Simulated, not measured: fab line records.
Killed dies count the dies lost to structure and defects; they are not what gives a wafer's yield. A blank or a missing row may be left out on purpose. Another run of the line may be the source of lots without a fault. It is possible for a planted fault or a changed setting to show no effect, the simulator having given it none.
Which of the tools did it?    flow rit cmos    14 lots with 42 wafers sampled at 2 steps, on a route of 202 steps

## WHAT THE GAUGES SHOWED, per wafer
No reading from a measuring or inspecting step in the record can be judged against a usual standard deviation.

## TOOL THAT RAN EACH LOT (tool first, then ch and the chambers of the sampled wafers, then the start)
lot   RIT_M1_METAL_ETCH_12              RIT_M1_PROBE_99
L934  rie metal-01 ch 0,1, day 3 14:53  prober-01, day 3 17:10
L935  rie metal-03 ch 0,1, day 3 20:12  prober-01, day 3 22:31
L938  rie metal-03 ch 0,1, day 4 14:16  prober-02, day 4 16:34
L939  rie metal-01 ch 0,1, day 4 14:44  prober-01, day 4 18:07
L940  rie metal-02 ch 0,1, day 4 17:53  prober-02, day 4 20:11
L941  rie metal-03 ch 0,1, day 5 04:41  prober-01, day 5 06:58
L942  rie metal-01 ch 0,1, day 5 06:40  prober-02, day 5 08:55
L944  rie metal-03 ch 0,1, day 5 15:17  prober-02, day 5 17:43
L945  rie metal-01 ch 0,1, day 6 01:05  prober-01, day 6 03:25
L949  rie metal-01 ch 0,1, day 7 06:37  prober-01, day 7 08:58
L950  rie metal-01 ch 0,1, day 7 08:38  prober-02, day 7 10:56
L951  rie metal-01 ch 0,1, day 7 13:11  prober-01, day 7 15:26
L952  rie metal-03 ch 0,1, day 7 18:53  prober-02, day 7 21:08
L953  rie metal-01 ch 0,1, day 8 01:43  prober-01, day 8 03:58
- RIT_M1_METAL_ETCH_12: etches Al in Cl2/BCl3, stops on SiO2, time 165 s, target depth 600 nm.
- RIT_M1_PROBE_99

## WHAT THE TOOLS THEMSELVES READ (means of the sampled wafers that have a number; where no wafer has one, the mark that the record gives instead)
RIT_M1_METAL_ETCH_12. Usual: chamber pressure mTorr 100.00 mTorr, standard deviation 0.087; drypump motor current A 5.5 A, standard deviation 0.54; oes product au 0.772 a.u., standard deviation 0.011; run length s 193.9 s, standard deviation 0.99; throttle valve pct 8.30 %, standard deviation 0.15.
lot   tool          chamber pressure mTorr (mTorr)  drypump motor current A (A)  oes product au (a.u.)  run length s (s)  throttle valve pct (%)  flag
L934  rie metal-01  100.11                          5.1                          0.772                  193.7             8.38                    
L935  rie metal-03  100.00                          5.8                          0.775                  193.4             8.25                    
L938  rie metal-03  100.00                          5.8                          0.779                  193.1             8.26                    
L939  rie metal-01  99.95                           4.9                          0.771                  193.8             8.45                    
L940  rie metal-02  100.01                          6.3                          0.759                  196.3             8.20                    
L941  rie metal-03  99.97                           5.8                          0.779                  193.4             8.26                    
L942  rie metal-01  99.96                           5.0                          0.765                  193.7             8.37                    
L944  rie metal-03  99.98                           5.8                          0.766                  193.4             8.26                    
L945  rie metal-01  100.06                          4.9                          0.769                  193.8             8.44                    
L949  rie metal-01  99.98                           4.9                          0.776                  193.7             8.44                    
L950  rie metal-01  100.04                          5.1                          0.760                  193.6             8.38                    
L951  rie metal-01  99.98                           5.0                          0.735                  208.8             8.45                    OFF
L952  rie metal-03  99.96                           5.7                          0.786                  193.6             8.19                    
L953  rie metal-01  99.94                           4.9                          0.736                  209.0             8.44                    OFF

RIT_M1_PROBE_99. Usual: defect limited yield 97.4 %, standard deviation 1.1; killed at contacts 0.0, standard deviation 0.2; killed at front end 7.0, standard deviation 2.8; killed dies 7.0, standard deviation 2.8; killed open 3.4, standard deviation 1.9; killed short 3.6, standard deviation 2; sort_bin_3_pad_short 0.1 %, standard deviation 0.25; sort_bin_5_function 1.5 %, standard deviation 0.7; sort_bin_6_memory 1.0 %, standard deviation 0.64; sort n pass 257.0, standard deviation 2.8; sort yield pct 97.4 %, standard deviation 1.1.
lot   tool       defect limited yield (%)  killed at contacts  killed at front end  killed dies  killed open  killed short  sort_bin_3_pad_short (%)  sort_bin_5_function (%)  sort_bin_6_memory (%)  sort n pass  sort yield pct (%)  flag
L934  prober-01  98.0                      0.0                 5.3                  5.3          2.7          2.7           0.1                       1.4                      0.5                    258.7        98.0                
L935  prober-01  98.7                      0.0                 3.3                  3.3          2.0          1.3           0.0                       0.3                      1.0                    260.7        98.7                
L938  prober-02  98.0                      0.0                 5.3                  5.3          2.0          3.3           0.0                       1.5                      0.5                    258.7        98.0                
L939  prober-01  97.2                      0.0                 7.3                  7.3          3.0          4.3           0.1                       1.3                      1.4                    256.7        97.2                
L940  prober-02  97.9                      0.0                 5.7                  5.7          2.7          3.0           0.0                       1.4                      0.8                    258.3        97.9                
L941  prober-01  98.7                      0.0                 3.3                  3.3          1.0          2.3           0.1                       1.0                      0.1                    260.7        98.7                
L942  prober-02  97.5                      0.0                 6.7                  6.7          3.7          3.0           0.0                       1.5                      1.0                    257.3        97.5                
L944  prober-02  97.6                      0.0                 6.3                  6.3          2.3          4.0           0.1                       1.2                      1.2                    257.7        97.6                
L945  prober-01  96.6                      0.0                 9.0                  9.0          4.3          4.7           0.0                       1.8                      1.6                    255.0        96.6                
L949  prober-01  96.5                      0.0                 9.3                  9.3          3.7          5.7           0.4                       1.8                      1.4                    254.7        96.5                
L950  prober-02  98.0                      0.0                 5.3                  5.3          2.7          2.7           0.4                       1.0                      0.7                    258.7        98.0                
L951  prober-01  97.5                      0.3                 6.3                  6.7          3.0          3.7           0.3                       1.3                      1.0                    257.3        97.5                
L952  prober-02  96.2                      0.0                 10.0                 10.0         4.0          6.0           0.1                       1.8                      1.9                    254.0        96.2                
L953  prober-01  97.6                      0.0                 6.3                  6.3          4.0          2.3           0.0                       1.2                      1.1                    257.7        97.6                

## THE ANSWER, worked out from the rows above alone
Rule: a lot is off if the mean of its wafers that have a number lies more than 3 standard deviations from the usual mean. Also off: a lot with no number at a reading for which 4 or more lots have one. Where the step has rows for the other lots, those lots are counted as sound. First the gauges in route order, then the tools' own readings, where a lot's mean is used as printed above. At the first step where some lot is off, the reading lying furthest off is the one used; lots without a number count as furthest.
Off: L951, L953 (RIT_M1_METAL_ETCH_12, run length s).
A tool fits if, at that step or a process step before it, it ran every lot that is off, and no sound lot after the first of them. One fits: RIT_M1_METAL_ETCH_12 on rie metal-01. A fault onset in the window from L950 (day 7 08:38, its last sound lot) to L951 (day 7 13:11, its first lot off) fits.
The tool's own readings at RIT_M1_METAL_ETCH_12 bear it out: on the lots that are off they differ by more than 5 times the standard deviation of the sound lots' means. run length s reads 208.9 s there against 193.8 s on the sound lots.

## WHAT THE SIMULATOR HAD PUT IN
rie metal-01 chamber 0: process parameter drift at RIT_M1_METAL_ETCH_12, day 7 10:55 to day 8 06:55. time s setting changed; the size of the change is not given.
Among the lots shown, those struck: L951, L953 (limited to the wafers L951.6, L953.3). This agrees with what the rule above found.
